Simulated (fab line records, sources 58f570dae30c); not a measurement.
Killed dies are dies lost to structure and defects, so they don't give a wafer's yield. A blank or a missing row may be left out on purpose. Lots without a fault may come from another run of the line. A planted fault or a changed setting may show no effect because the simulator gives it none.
Chamber matching | flow berkeley_cmos170 | UCB170_V2_CMP_02 on cmp-02: 4 sister chambers
The step polishes SiO2. 8 wafers are shown with their chamber, then 8 later ones without.

WAFERS WITH THEIR CHAMBER
wafer  | chamber | motor_current_A (A)
L139.2 | 3       | 16.2
L139.6 | 3       | 16.3
L141.2 | 2       | 18.3
L141.6 | 0       | 17.1
L144.3 | 1       | 13.7
L144.5 | 2       | 18.4
L144.6 | 1       | 13.8
L148.2 | 0       | 18.2

WAFERS WITHOUT THEIR CHAMBER
wafer  | motor_current_A (A)
L148.5 | 18.8
L148.6 | 14.0
L154.1 | 15.0
L154.5 | 14.1
L154.6 | 19.6
L160.2 | 17.8
L160.3 | 13.5
L160.6 | 17.9

WHICH CHAMBER EACH WENT THROUGH
wafer  | from the rows above     | in truth
L148.5 | can't be placed: 2 or 0 | 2
L148.6 | 1                       | 1
L154.1 | can't be placed: 1 or 3 | 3
L154.5 | 1                       | 1
L154.6 | can't be placed: 2 or 0 | 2
L160.2 | can't be placed: 0 or 2 | 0
L160.3 | 1                       | 1
L160.6 | can't be placed: 0 or 2 | 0
Placed correctly: 3 of 8. Can't be placed from these rows: 5 (the true chamber is among the candidates in 5). Placed wrongly: 0.
How it was worked out, from the rows above alone: a wafer's distance from a chamber is the root of the sum, over the readings, of the square of ((its reading less the chamber's mean) divided by the reading's scatter). The wafer belongs to the nearest chamber; if the next one is less than 2 further off, it can't be placed. A chamber's mean is the mean of its shown wafers. The scatter: the root of (the sum of the squares of (reading less its chamber's mean) over the shown wafers, divided by (wafers less chambers)).
